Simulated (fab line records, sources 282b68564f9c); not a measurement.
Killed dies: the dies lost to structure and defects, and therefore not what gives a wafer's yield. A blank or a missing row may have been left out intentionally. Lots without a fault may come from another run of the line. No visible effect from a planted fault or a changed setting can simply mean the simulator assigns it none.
fab line records | flow ritCmos
[record] lots = 13 wafers = 39 lastDay = 7
route steps=202 shown GATE@84
lots untouched by any fault: they come from a run of this same line in which no faults occurred
startH: the number of hours between the record's first day and the start of the first shown wafer of the lot | waitH: hours elapsed since this lot's preceding step | " as in the row above | L1.1+2: several wafers, shown together as one row | - no value present, or no start provided | * or withheld: withheld | < > ~ a bound
route shown NAME@n: a module of which the file shows steps, and the number in the route of the first | usual: average and standard deviation across the fault-free wafers | same: alike in all rows | chamber/n: place in a boat | sites: the reading at each site | _std_site: standard deviation of those values | _edge_site: the outer-site mean with the inner-site mean subtracted | radiusMm: for every site, how far away it sits from the centre of the wafer | mask NAME#n: copy n | behind: the last tool/chamber to shape the wafer | hold: cause of the lot's hold/its duration in hours/its outcome | device: which transistor (n, p or np) failed to switch | end of line: the tests these same wafers got at the end of their route | a step given without rows: its recipe and nothing more | killed: dies that structure and defects cost at the first sort, which is not the same as the wafer's yield | map: the dies of a wafer, with x for killed, . for not killed, _ for no die there
set.NAME: the setting the step ran with; set.NAME@STEP: the setting that earlier step ran with | model.NAME: the simulator's own value behind a step, which no gauge read
the route's steps for a sample of lots (tables are steps, rows are wafers)
services: when a tool's chamber went out of use (startH, in hours from the record's first day, below 0 if earlier), for how many hours, and the reason
[[steps]]
[step RIT_GATE_CVD_08]
[recipe] material = poly-Si targetThkNm = 250 tempC = 610 precursor = SiH4 timeS = 2220 pressureMtorr = 300 sih4FlowSccm = 100
[usual] spikeTcCentreC = 612.5/1.1 spikeTcLoadC = 632.9/3 spikeTcSourceC = 631.4/1.4
// columns lot.wafer tool chamber startH waitH spikeTcCentreC spikeTcLoadC spikeTcSourceC
L900.2 lpcvd-02 0 45.95 0.0 612.7 638.3 632.4
L900.3 " 0 " " 613.4 635.7 632.8
L900.4 " 0 " " 613.6 637.0 632.7
L901.1 lpcvd-02 0 50.12 0.1 614.0 638.2 633.9
L901.3 " 0 " " 613.0 635.9 631.7
L901.4 " 0 " " 614.1 636.4 632.2
L902.1 lpcvd-01 0 54.15 0.1 612.9 632.0 633.4
L902.3 " 0 " " 611.4 632.5 631.9
L902.4 " 0 " " 612.8 632.5 629.9
L903.2 lpcvd-02 1 58.44 0.0 614.0 629.8 630.6
L903.3 " 1 " " 613.1 631.0 629.3
L903.4 " 1 " " 611.3 630.3 630.1
L904.3 lpcvd-01 1 63.33 0.0 613.5 627.8 628.7
L904.5 " 1 " " 614.9 629.8 630.2
L904.6 " 1 " " 612.5 628.8 631.0
L905.1 lpcvd-02 1 68.89 0.1 612.8 629.9 631.0
L905.5 " 1 " " 612.0 629.0 632.3
L905.6 " 1 " " 612.3 632.0 631.6
L909.1 lpcvd-01 0 90.41 0.1 613.5 631.5 632.4
L909.2 " 0 " " 614.1 632.4 633.7
L909.4 " 0 " " 612.4 633.3 632.4
L911.2 lpcvd-02 1 99.81 0.0 610.4 628.9 629.5
L911.4 " 1 " " 611.4 629.9 629.9
L911.5 " 1 " " 613.2 629.8 629.5
L914.1 lpcvd-02 0 114.94 0.1 611.9 634.8 632.3
L914.3 " 0 " " 611.6 633.4 632.3
L914.6 " 0 " " 612.2 636.6 632.9
L918.2 lpcvd-02 1 134.07 0.0 602.5 620.1 621.0
L918.3 " 1 " " 603.0 621.1 618.4
L918.5 " 1 " " 601.5 619.9 620.0
L919.3 lpcvd-01 1 139.52 0.0 612.5 627.5 628.7
L919.4 " 1 " " 614.3 631.1 628.7
L919.6 " 1 " " 613.6 630.3 631.6
L920.2 lpcvd-01 0 144.74 0.0 614.2 632.3 631.3
L920.4 " 0 " " 610.6 632.9 632.6
L920.5 " 0 " " 614.1 633.6 629.8
L921.2 lpcvd-01 0 149.47 0.0 611.3 633.5 632.4
L921.4 " 0 " " 613.7 632.2 632.5
L921.6 " 0 " " 614.0 632.5 631.8
[step RIT_GATE_THK_MEAS_09]
[recipe] reads = poly-Si_of_GATE_CVD_08
[usual] GATE_POLY_THK = 250.1/2.2
// columns lot.wafer tool chamber startH waitH GATE_POLY_THK[nm]
L900.2 filmMetro-02 - 47.57 0.0 253.6
L900.3 " - " " 252.4
L900.4 " - " " 252.2
L901.1 filmMetro-02 - 51.74 0.0 252.7
L901.3 " - " " 249.9
L901.4 " - " " 251.6
L902.1 filmMetro-02 - 55.76 0.0 251.4
L902.3 " - " " 250.7
L902.4 " - " " 252.4
L903.2 filmMetro-01 - 60.06 0.0 250.2
L903.3 " - " " 250.0
L903.4 " - " " 250.9
L904.3 filmMetro-01 - 64.97 0.0 250.0
L904.5 " - " " 251.7
L904.6 " - " " 253.7
L905.1 filmMetro-04 - 70.50 0.0 250.6
L905.5 " - " " 251.3
L905.6 " - " " 250.5
L909.1 filmMetro-02 - 92.03 0.0 250.5
L909.2 " - " " 248.7
L909.4 " - " " 250.9
L911.2 filmMetro-04 - 101.43 0.0 249.1
L911.4 " - " " 248.4
L911.5 " - " " 248.6
L914.1 filmMetro-04 - 116.56 0.0 252.0
L914.3 " - " " 250.6
L914.6 " - " " 249.7
L918.2 filmMetro-01 - 135.69 0.0 195.2
L918.3 " - " " 195.3
L918.5 " - " " 197.5
L919.3 filmMetro-02 - 141.15 0.0 251.7
L919.4 " - " " 252.3
L919.6 " - " " 251.6
L920.2 filmMetro-01 - 146.37 0.0 249.2
L920.4 " - " " 248.8
L920.5 " - " " 248.9
L921.2 filmMetro-04 - 151.10 0.0 252.0
L921.4 " - " " 252.8
L921.6 " - " " 252.1
[step RIT_GATE_ETCH_19]
[recipe] chemistry = SF6/CHF3/O2 timeS = 165 SF6_flow_sccm = 30 CHF3_flow_sccm = 30 O2_flow_sccm = 5 target = poly-Si pressureMtorr = 40 rfW = 160 targetDepthA = 3125 overEtchFrac = 0.25 stopOn = SiO2
[usual] chamberPressureMTorr = 40.00/0.038 drypumpMotorCurrentA = 5.9/0.63 oesProductAu = 0.840/0.011 throttleValvePct = 10.27/0.16
// columns lot.wafer tool chamber startH waitH chamberPressureMTorr drypumpMotorCurrentA oesProductAu rfHoursCounterH throttleValvePct
L900.2 rieSi-01 2 48.78 0.1 40.03 6.0 0.847 33 10.17
L900.3 " 1 " " 40.00 6.3 0.863 147 10.27
L900.4 " 0 " " 39.98 6.3 0.841 2 10.01
L901.1 rieSi-02 1 53.08 0.1 39.98 6.0 0.830 3 10.40
L901.3 " 0 " " 39.94 4.6 0.852 0 10.39
L901.4 " 2 " " 39.95 6.8 0.843 73 10.50
L902.1 rieSi-01 2 57.14 0.1 39.98 6.1 0.833 33 10.19
L902.3 " 3 " " 39.96 5.4 0.849 161 10.42
L902.4 " 0 " " 39.97 6.3 0.844 2 10.03
L903.2 rieSi-02 2 61.38 0.1 40.02 6.8 0.839 73 10.49
L903.3 " 1 " " 40.00 6.1 0.827 3 10.37
L903.4 " 3 " " 39.99 5.9 0.846 131 10.08
L904.3 rieSi-01 0 66.16 0.1 39.97 6.3 0.841 2 10.03
L904.5 " 0 " " 39.99 6.4 0.836 - 10.03
L904.6 " 2 " " 39.96 6.0 0.853 - 10.18
L905.1 rieSi-02 2 71.84 0.1 40.03 6.8 0.840 73 10.49
L905.5 " 3 " " 39.99 5.9 0.844 - 10.09
L905.6 " 0 " " 40.05 4.6 0.850 - 10.39
L909.1 rieSi-02 0 93.60 0.1 40.01 4.6 0.846 1 10.37
L909.2 " 3 " " 39.94 5.9 0.830 132 10.09
L909.4 " 2 " " 39.96 6.7 0.842 73 10.49
L911.2 rieSi-02 1 102.76 0.1 40.05 6.1 0.828 3 10.38
L911.4 " 2 " " 39.97 6.7 0.836 73 10.48
L911.5 " 0 " " 39.96 4.6 0.841 - 10.36
L914.1 rieSi-01 2 117.93 0.1 40.01 6.0 0.847 33 10.15
L914.3 " 3 " " 39.96 5.4 0.839 0 10.43
L914.6 " 3 " " 40.02 5.4 0.841 - 10.46
L918.2 rieSi-01 0 137.03 0.1 39.99 6.4 0.705 3 10.02
L918.3 " 3 " " 39.99 5.4 0.710 1 10.43
L918.5 " 2 " " 40.03 6.0 0.718 - 10.17
L919.3 rieSi-02 3 142.57 0.1 39.95 5.9 0.848 132 10.09
L919.4 " 0 " " 39.94 4.6 0.849 1 10.39
L919.6 " 1 " " 39.99 6.0 0.827 - 10.40
L920.2 rieSi-01 0 147.67 0.1 39.95 6.3 0.832 3 10.02
L920.4 " 1 " " 40.00 6.2 0.836 0 10.28
L920.5 " 3 " " 40.02 5.4 0.827 - 10.46
L921.2 rieSi-02 0 152.49 0.1 39.96 4.6 0.843 1 10.37
L921.4 " 3 " " 40.06 5.9 0.851 132 10.11
L921.6 " 0 " " 39.95 4.6 0.848 - 10.37
[[services]]
// columns tool chamber startH hours kind
rieSi-02 2 35.30 7.3 repair
rieSi-01 3 60.59 - clean
rieSi-01 3 60.59 16.4 scheduledDown
rieSi-01 3 60.59 16.4 ventCycle
rieSi-01 - 62.59 2.8 pm
rieSi-02 - 87.32 0.3 repair
rieSi-02 1 104.50 2.7 repair
rieSi-01 1 120.95 - clean
rieSi-01 1 120.95 25.5 scheduledDown
rieSi-01 1 120.95 25.5 ventCycle
lpcvd-01 - 152.23 0.7 repair
[[key]]
[firstSign] step = RIT_GATE_CVD_08 reading = spikeTcCentreC direction = down sigmas = 9.3 usual = 612.5 struck = 602.3
[effect] step = RIT_GATE_CVD_08 reading = spikeTcSourceC direction = down sigmas = 8.3 usual = 631.4 struck = 619.8
[effect] step = RIT_GATE_THK_MEAS_09 reading = GATE_POLY_THK direction = down sigmas = 25 usual = 250.1 struck = 196.0
[effect] step = RIT_GATE_ETCH_19 reading = oesProductAu direction = down sigmas = 12 usual = 0.840 struck = 0.711
metAt RIT_GATE_CVD_08
struckLots L918
struckWafers L918.2,L918.3,L918.5
testerLeftOut L918
onsetBetween 99.81 134.07
[fault] kind = processParameterDrift tool = lpcvd-02 chamber = 1 onsetH = 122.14 steps = RIT_GATE_CVD_08 channel = tempC offset = * shape = step endH = 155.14 actsIn = * stated = *
// testerLeftOut: of these lots the tester's yield and bins aren't shown, on N5 and GAA mostly nor the transistor test; their killed dies are dies lost to structure and defects alone, not to doping, threshold or leakage, so they don't give the yield
